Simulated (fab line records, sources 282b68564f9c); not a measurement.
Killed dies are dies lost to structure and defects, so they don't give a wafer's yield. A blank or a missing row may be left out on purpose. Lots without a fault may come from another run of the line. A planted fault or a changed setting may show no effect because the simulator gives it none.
One fault seen from 2 desks | flow rit_cmos | each desk has only its own numbers; what lay behind them comes last

THE METROLOGY DESK
What the gauges read, lot by lot, whatever tool the lot ran on: means of the sampled wafers that have a number. A lot is out of limits, marked OUT, if its mean lies more than 4 standard deviations from the usual mean; the brackets give that distance.
Columns: A = cd_nm at RIT_M1_CD_MEAS_09, usual 2600.8 nm; B = M1_OVL at RIT_M1_OVL_MEAS_10, usual -0.3 nm
lot  | first seen here | A      | B
L439 | day 3 17:47     | 2601.1 | 0.6
L440 | day 4 06:42     | 2601.1 | -0.7
L441 | day 4 19:52     | 2600.8 | -2.2
L444 | day 5 08:11     | 2602.1 | 1.3
L449 | day 6 07:34     | 2598.1 | -1.1
L448 | day 6 11:43     | 2601.8 | -2.3
L452 | day 6 17:10     | 2600.6 | 0.0
L451 | day 6 17:23     | 2602.8 | -1.2
L454 | day 6 21:25     | 2600.3 | -1.5
L455 | day 7 06:10     | 2599.5 | -0.3
L458 | day 7 09:55     | 2600.5 | 0.6
L459 | day 7 17:44     | 2600.5 | 0.1
L462 | day 8 07:19     | 2601.1 | -1.3
This desk's finding: nothing out of limits on any of the 13 lots.

THE TOOL OWNER'S DESK: litho_track-01
The tool's own readings at RIT_PRETRO_DEVELOP_05 (develop time 68 s): means of the sampled wafers that have a number, for each lot that ran on this tool. A lot is out of limits, marked OUT, if its mean lies more than 4 standard deviations from the usual mean; the brackets give that distance.
Columns: A = chill_plate_temp_C at RIT_PRETRO_DEVELOP_05, usual 22.99 C; B = developer_temp_C at RIT_PRETRO_DEVELOP_05, usual 23.02 C
lot  | first seen here | A     | B
L439 | day 2 14:00     | 22.88 | 22.91
L441 | day 3 00:00     | 22.87 | 22.96
L448 | day 5 00:00     | 23.08 | 22.06 (-8.0) OUT
L449 | day 5 00:00     | 23.00 | 22.17 (-7.1) OUT
L451 | day 5 09:00     | 22.97 | 22.36 (-5.5) OUT
This desk's finding: out of limits on L448, L449, L451; first on L448, day 5 00:00 (developer_temp_C at RIT_PRETRO_DEVELOP_05). In limits: L439, L441.

PUT TOGETHER
The tool owner's desk could have raised an alarm at day 5 00:00, on L448, L449, L451.
The metrology desk saw nothing out of limits.
The metrology desk has L448, L449, L451 on record, within its limits.
Of the lots named, all ran RIT_PRETRO_DEVELOP_05 on litho_track-01.

WHAT THE SIMULATOR HAD PUT IN
Process parameter drift: litho_track-01, from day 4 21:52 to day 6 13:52, at RIT_PRETRO_DEVELOP_05. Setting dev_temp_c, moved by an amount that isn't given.
Lots struck among those shown: L448, L449, L451.
Hours from the fault's start to each desk's first reading out of limits: the tool owner's desk, 2.
